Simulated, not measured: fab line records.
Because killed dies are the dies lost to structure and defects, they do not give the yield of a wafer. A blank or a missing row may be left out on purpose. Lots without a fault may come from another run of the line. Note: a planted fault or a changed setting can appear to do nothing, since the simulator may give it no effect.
Matching of chambers | flow rit_cmos | rie_diel-03 running RIT_CONTACT_ETCH_11: 4 sister chambers
The step etches SiO2 in CHF3/CF4/Ar, stops on TiSi2, target depth 480 nm, time 320 s. 4 wafers are shown with their chamber, then 7 later ones without.

== WAFERS PAIRED WITH THEIR CHAMBERS ==
wafer  | chamber | throttle_valve_pct (%)
L107.3 | 2       | 8.95
L111.6 | 0       | 8.94
L115.1 | 3       | 8.81
L115.2 | 1       | 8.60

== WAFERS WITH NO CHAMBER GIVEN ==
wafer  | throttle_valve_pct (%)
L115.4 | 8.95
L122.2 | 8.95
L122.4 | 8.83
L122.5 | 8.94
L126.2 | 8.62
L126.4 | 8.82
L126.5 | 8.94

== EACH ONE'S CHAMBER ==
wafer  | from the rows above     | in truth
L115.4 | can't be placed: 2 or 0 | 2
L122.2 | can't be placed: 2 or 0 | 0
L122.4 | 3                       | 3
L122.5 | can't be placed: 0 or 2 | 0
L126.2 | 1                       | 1
L126.4 | 3                       | 3
L126.5 | can't be placed: 0 or 2 | 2
3 of 7 placed correctly. Unplaceable from these rows: 4, with the true chamber sitting among the candidates in 4. 0 placed wrongly.
How it was worked out, from the rows above alone: a wafer's distance from a chamber is the root of the sum, over the readings, of the square of ((its reading less the chamber's mean) divided by the reading's scatter). If the next closest chamber is less than 2 further off than the closest, the wafer can't be placed; otherwise it belongs to the closest. A chamber's mean is the mean of its shown wafers. The scatter: with one shown wafer a chamber, the root of the mean of the squares of how far each hidden wafer lies from its nearest shown one.
